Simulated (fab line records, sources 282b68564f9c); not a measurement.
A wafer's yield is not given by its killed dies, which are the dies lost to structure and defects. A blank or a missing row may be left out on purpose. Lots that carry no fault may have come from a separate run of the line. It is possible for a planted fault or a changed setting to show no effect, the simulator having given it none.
Which tool did it?    flow rit-cmos    15 lots, 45 wafers sampled, at 5 steps of a route of 202

## WHAT THE GAUGES SHOWED, per wafer
RIT_PSD_OVL_MEAS_06. Usual: PSD_OVL -1.8 nm, standard deviation 1.3.
lot   measured     on          PSD_OVL (nm)    flag
L880  day 3 02:33  overlay-01  -2.1 -1.0 -2.5  
L881  day 3 07:34  overlay-02  -0.9 -2.7 -1.3  
L884  day 3 23:29  overlay-02  -0.6 -3.8 -1.8  
L885  day 4 03:35  overlay-02  0.5 -1.2 0.0    
L886  day 4 12:50  overlay-01  0.4 -2.3 -0.6   
L887  day 4 13:58  overlay-01  -2.0 -2.6 -2.3  
L888  day 4 18:55  overlay-02  - - - - - -     OFF
L889  day 4 22:10  overlay-01  - - - - - -     OFF
L890  day 5 07:32  overlay-01  0.5 0.4 -2.5    
L891  day 5 09:19  overlay-02  -1.6 -0.7 -0.6  
L893  day 5 22:34  overlay-02  - - - - - -     OFF
L895  day 6 07:43  overlay-02  -0.1 -0.6 -1.4  
L899  day 7 03:13  overlay-01  0.1 -0.4 -2.2   
L901  day 7 15:27  overlay-01  -1.9 -1.5 -0.3  
L903  day 8 02:35  overlay-02  -1.4 -3.8 -3.1  

RIT_M1_RS_MEAS_01: a four-point-probe measurement. Usual: M1_AL_RS 0.0712 ohm/sq, standard deviation 0.00077.
lot   measured     on             M1_AL_RS (ohm/sq)     flag
L880  day 3 07:07  film-metro-01  0.0699 0.0690 0.0695  
L881  day 3 12:08  film-metro-02  0.0717 0.0718 0.0707  
L884  day 4 04:08  film-metro-01  0.0718 0.0720 0.0716  
L885  day 4 08:14  film-metro-01  0.0705 0.0712 0.0705  
L886  day 4 17:34  film-metro-02  0.0712 0.0711 0.0710  
L887  day 4 18:37  film-metro-02  0.0727 0.0734 0.0724  
L890  day 5 12:04  film-metro-01  0.0701 0.0703 0.0701  
L891  day 5 13:50  film-metro-01  0.0701 0.0718 0.0719  
L895  day 6 12:40  film-metro-04  0.0706 0.0720 0.0715  
L899  day 7 07:44  film-metro-04  0.0708 0.0708 0.0702  
L901  day 7 20:08  film-metro-01  0.0721 0.0711 0.0711  
L903  day 8 07:17  film-metro-01  0.0712 0.0716 0.0705  

## WHICH TOOL RAN EACH LOT (tool, then ch and the chambers of the sampled wafers, then the start)
lot   RIT_GATE_STRIP_20                    RIT_PSD_EXPOSE_03                   RIT_PSD_STRIP_09
L880  plasma-asher-03 ch 0,1, day 2 14:14  iline-stepper-01 ch 0, day 3 02:09  plasma-asher-01 ch 0,1, day 3 02:54
L881  plasma-asher-01 ch 0,1, day 2 19:20  iline-stepper-02 ch 0, day 3 07:10  plasma-asher-01 ch 0, day 3 07:55
L884  plasma-asher-03 ch 0,1, day 3 11:22  iline-stepper-02 ch 0, day 3 23:05  plasma-asher-03 ch 0,1, day 3 23:49
L885  plasma-asher-01 ch 0,1, day 3 15:47  iline-stepper-02 ch 0, day 4 03:11  plasma-asher-04 ch 0,1, day 4 03:55
L886  plasma-asher-04 ch 0,1, day 3 23:49  iline-stepper-01 ch 0, day 4 12:26  plasma-asher-04 ch 0, day 4 13:10
L887  plasma-asher-04 ch 0,1, day 4 01:40  iline-stepper-01 ch 0, day 4 13:34  plasma-asher-01 ch 0,1, day 4 14:18
L888  plasma-asher-04 ch 0,1, day 4 07:33  iline-stepper-02 ch 0, day 4 18:25  -
L889  plasma-asher-03 ch 0,1, day 4 10:46  iline-stepper-02 ch 0, day 4 21:46  -
L890  plasma-asher-01 ch 0,1, day 4 19:23  iline-stepper-01 ch 0, day 5 07:08  plasma-asher-03 ch 0,1, day 5 07:52
L891  plasma-asher-01 ch 0,1, day 4 22:10  iline-stepper-01 ch 0, day 5 08:55  plasma-asher-04 ch 0,1, day 5 09:40
L893  plasma-asher-04 ch 0,1, day 5 08:34  iline-stepper-02 ch 0, day 5 22:10  -
L895  plasma-asher-01 ch 0,1, day 5 20:01  iline-stepper-01 ch 0, day 6 07:21  plasma-asher-01 ch 0,1, day 6 08:11
L899  plasma-asher-04 ch 0,1, day 6 16:08  iline-stepper-01 ch 0, day 7 02:49  plasma-asher-04 ch 0,1, day 7 03:34
L901  plasma-asher-03 ch 0, day 7 03:59    iline-stepper-01 ch 0, day 7 15:04  plasma-asher-01 ch 0,1, day 7 15:47
L903  plasma-asher-01 ch 0,1, day 7 14:23  iline-stepper-01 ch 0, day 8 02:11  plasma-asher-01 ch 0,1, day 8 02:55
- RIT_GATE_STRIP_20: strips in O2, time 180 s.
- RIT_PSD_EXPOSE_03: exposes mask M10, target cd 40900 nm.
- RIT_PSD_STRIP_09: strips in O2, time 180 s.

## WHAT THE TOOLS THEMSELVES READ (means of the sampled wafers that have a number; where no wafer has one, the mark that the record gives instead)
RIT_GATE_STRIP_20. Usual: drypump-motor-current-A at 5.4 A, with a standard deviation of 0.44.
lot   tool             drypump-motor-current-A (A)  flag
L880  plasma-asher-03  6.1                          
L881  plasma-asher-01  5.2                          
L884  plasma-asher-03  6.1                          
L885  plasma-asher-01  5.2                          
L886  plasma-asher-04  5.0                          
L887  plasma-asher-04  5.2                          
L888  plasma-asher-04  5.0                          
L889  plasma-asher-03  6.0                          
L890  plasma-asher-01  5.2                          
L891  plasma-asher-01  5.2                          
L893  plasma-asher-04  5.2                          
L895  plasma-asher-01  5.2                          
L899  plasma-asher-04  5.2                          
L901  plasma-asher-03  5.9                          
L903  plasma-asher-01  5.2                          

RIT_PSD_STRIP_09. Usual: drypump-motor-current-A at 5.4 A, with a standard deviation of 0.45.
lot   tool             drypump-motor-current-A (A)  flag
L880  plasma-asher-01  5.2                          
L881  plasma-asher-01  5.1                          
L884  plasma-asher-03  6.1                          
L885  plasma-asher-04  5.2                          
L886  plasma-asher-04  4.8                          
L887  plasma-asher-01  5.2                          
L890  plasma-asher-03  6.0                          
L891  plasma-asher-04  5.0                          
L895  plasma-asher-01  5.2                          
L899  plasma-asher-04  5.0                          
L901  plasma-asher-01  5.2                          
L903  plasma-asher-01  5.2                          

## THE ANSWER, worked out from the rows above alone
Rule: lot off if the mean of its wafers having a number is beyond 3 standard deviations from the usual mean. Also off: a lot with no number at a reading for which 4 or more lots have one. The other lots that the step has rows for count as sound. Order of review: gauges by route order, followed by the tools' own readings, for which a lot's mean as printed above is used. At the first step where some lot is off, the reading lying furthest off is the one used; lots without a number count as furthest.
Off: L888, L889, L893, at RIT_PSD_OVL_MEAS_06 (PSD_OVL). Without a number there: L888, L889, L893.
If a tool, at a process step before that reading, ran all the lots that are off and no sound lot after the first of them, it fits. Gauges at RIT_PSD_OVL_MEAS_06: tried the same way as those tools. One candidate fits, namely iline-stepper-02 at RIT_PSD_EXPOSE_03. Its last sound lot is L885 (day 4 03:11), its first lot that is off L888 (day 4 18:25): a fault that began between those two fits.

## WHAT THE SIMULATOR HAD INSERTED
Scanner matching overlay: iline-stepper-02, from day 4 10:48 on, at RIT_PSD_EXPOSE_03. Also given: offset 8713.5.
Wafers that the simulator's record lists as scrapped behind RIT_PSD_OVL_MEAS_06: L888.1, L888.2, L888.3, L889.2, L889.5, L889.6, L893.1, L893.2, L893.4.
Shown lots that were struck: L888, L889, L893. The rule above reached the same finding.
